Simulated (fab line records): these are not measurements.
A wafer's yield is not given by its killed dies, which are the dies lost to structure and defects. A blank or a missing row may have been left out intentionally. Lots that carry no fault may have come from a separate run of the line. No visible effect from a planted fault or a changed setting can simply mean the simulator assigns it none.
Split-lot study | flow rit-cmos | 23 wafers read from 5 lots, route of 202 steps

THE SPLIT
At RIT_ACTIVE_OXIDATION_01 (target thk 46.8 nm, ox time 3360 s), the setting ox-time-s was moved away from the recipe's 3360 s on 15 of the 23 wafers read, by -6.7% to +14.1%. The other wafers ran this setting at the recipe's value.

Between the split and the reading, the file records no step.

THE READING
At RIT_ACTIVE_THK_MEAS_02: ACTIVE_OXIDE_THK, given in nm. On this fab line, fault-free wafers typically give 46.8 nm with a standard deviation of 0.75 nm.

wafer  | tool, chamber at the split | ox-time-s as run, s | against the recipe | ACTIVE_OXIDE_THK, nm | against lot-mates on the recipe
L074.1 | -, -                       | 3834                | +14.1%             | 51.3                 | no lot-mate on the recipe
L074.2 | -, -                       | 3834                | +14.1%             | 51.0                 | no lot-mate on the recipe
L074.3 | -, -                       | 3834                | +14.1%             | 51.4                 | no lot-mate on the recipe
L074.5 | -, -                       | 3834                | +14.1%             | 51.1                 | no lot-mate on the recipe
L074.6 | -, -                       | 3834                | +14.1%             | 51.2                 | no lot-mate on the recipe
L078.1 | furnace-04, 0              | 3360                | recipe             | 47.3                 | -
L078.3 | furnace-04, 0              | 3360                | recipe             | 47.7                 | -
L078.6 | furnace-04, 0              | 3360                | recipe             | 47.4                 | -
L080.1 | -, -                       | 3136                | -6.7%              | 45.7                 | no lot-mate on the recipe
L080.3 | -, -                       | 3136                | -6.7%              | 45.2                 | no lot-mate on the recipe
L080.4 | -, -                       | 3136                | -6.7%              | 45.7                 | no lot-mate on the recipe
L080.5 | -, -                       | 3136                | -6.7%              | 45.1                 | no lot-mate on the recipe
L080.6 | -, -                       | 3136                | -6.7%              | 46.2                 | no lot-mate on the recipe
L084.1 | -, -                       | 3751                | +11.6%             | 48.7                 | no lot-mate on the recipe
L084.2 | -, -                       | 3751                | +11.6%             | 49.6                 | no lot-mate on the recipe
L084.3 | -, -                       | 3751                | +11.6%             | 48.7                 | no lot-mate on the recipe
L084.5 | -, -                       | 3751                | +11.6%             | 50.3                 | no lot-mate on the recipe
L084.6 | -, -                       | 3751                | +11.6%             | 49.3                 | no lot-mate on the recipe
L085.1 | -, -                       | 3360                | recipe             | 47.0                 | -
L085.3 | -, -                       | 3360                | recipe             | 47.1                 | -
L085.4 | -, -                       | 3360                | recipe             | 46.9                 | -
L085.5 | -, -                       | 3360                | recipe             | 47.4                 | -
L085.6 | -, -                       | 3360                | recipe             | 47.4                 | -

THE FIT
A straight line over all 23 wafers: ACTIVE_OXIDE_THK changes by +0.243 nm for each +1% of ox-time-s; r = +0.96; the points scatter about the line by 0.59 nm.
Too few moved wafers with a lot-mate on the recipe to fit a line net of each lot's own level.

THE WHOLE CHAIN: every reading that the file lists as answering this split, in the file's order
step                    | what it does                       | reading                                                                             | change (the file's fit)               | r (the file's)
RIT_ACTIVE_OXIDATION_01 | target thk 46.8 nm, ox time 3360 s | SiO2_of_ACTIVE_OXIDATION_01.thk-nm (the simulator's own value, which no gauge read) | +0.243 nm for each +1% of the setting | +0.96
RIT_ACTIVE_THK_MEAS_02  |                                    | ACTIVE_OXIDE_THK                                                                    | +0.242 for each +1% of the setting    | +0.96

FILE'S OWN FIT
ACTIVE_OXIDE_THK changes by +0.242 nm for each +1% of ox-time-s, r = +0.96.
